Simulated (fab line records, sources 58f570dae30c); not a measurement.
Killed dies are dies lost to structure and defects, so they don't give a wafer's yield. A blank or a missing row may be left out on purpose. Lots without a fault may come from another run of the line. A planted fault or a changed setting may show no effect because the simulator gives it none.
Problem report in the 8D (eight disciplines) form, filled by code | flow berkeley_cmos170 | the parts of the form that need people (team, actions taken, sign-off) are left out

1. THE PROBLEM
ACTIVE_OVL at UCB170_ACTIVE_OVL_MEAS_14 reads a mean of -129 nm on 12 wafers of 4 lots; wafers without a fault read 1 nm with a standard deviation of 5.4. That is -24 standard deviations from the usual mean.
First seen on wafer L802.2, day 5 09:02, on overlay-01. The record holds 39 wafers of 13 lots with a number at this step. Rule for "out", or "out of limits": more than 4 standard deviations from the usual mean. The other wafers with a number count as sound.

2. WHAT IT IS AND WHAT IT IS NOT
question                    | is                     | is not
which readings at this step | ACTIVE_OVL             | -
which lots                  | L801, L802, L807, L808 | L797, L798, L799, L800, L804, L810, L814, L817, L818
which wafers of those lots  | all that have a number | -
read on which gauges        | overlay-01, overlay-02 | -
when                        | from day 5 09:02       | up to then (12 sound wafers); but 15 sound wafers of L804, L810, L814, L817, L818 came after

3. SUSPECTS, AND WHAT RULES EACH OUT
Counting: a tool at a process step up to the reading stays a suspect if it ran every lot that is out and no sound lot after the first of them.
- the gauge at UCB170_ACTIVE_OVL_MEAS_14: ruled out. The wafers that are out were read on 2 gauges (overlay-01, overlay-02).
- krf_scanner-02 at UCB170_ACTIVE_EXPOSE_10 (exposes mask ACTIVE, target cd 1200 nm): kept. It ran every lot that is out, first L802 (day 5 08:32), and no sound lot after that; its last sound lot up to then is L799 (day 4 21:43).
Left after counting: krf_scanner-02 at UCB170_ACTIVE_EXPOSE_10.

4. THE CAUSE (what the simulator had put in)
Scanner matching overlay: krf_scanner-02, from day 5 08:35 on, at UCB170_ACTIVE_EXPOSE_10. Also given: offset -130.
Counting left only this tool.

5. THE CHAIN OF EFFECTS, in route order
Each row: a reading whose mean over the struck wafers that have a number lies more than 3 standard deviations from the usual. Only readings for which the record gives a usual standard deviation are gone through. hours: the time from each lot's start at the first step in this table that gives one to its start at this step, as a median over the lots. sigmas: the change in usual standard deviations.
hours | step                      | reading    | usual | on struck wafers | change | sigmas
0     | UCB170_ACTIVE_OVL_MEAS_14 | ACTIVE_OVL | 1 nm  | -129             | -130   | -24
Later measuring or inspecting steps at which every struck wafer that the step has a row for has a number for every such reading, and none has moved that far: UCB170_V1_BOW_MEAS_03.

6. WHAT WOULD HAVE CAUGHT IT SOONER
In this record the first reading out of limits at a measuring or inspecting step was taken at day 5 09:02, 0 hours after the fault began at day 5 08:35.
Of the lots that are out (4), L807, L808 began UCB170_ACTIVE_EXPOSE_10 on krf_scanner-02 after day 5 09:02. A hold on the tool at that time would have spared those 2.
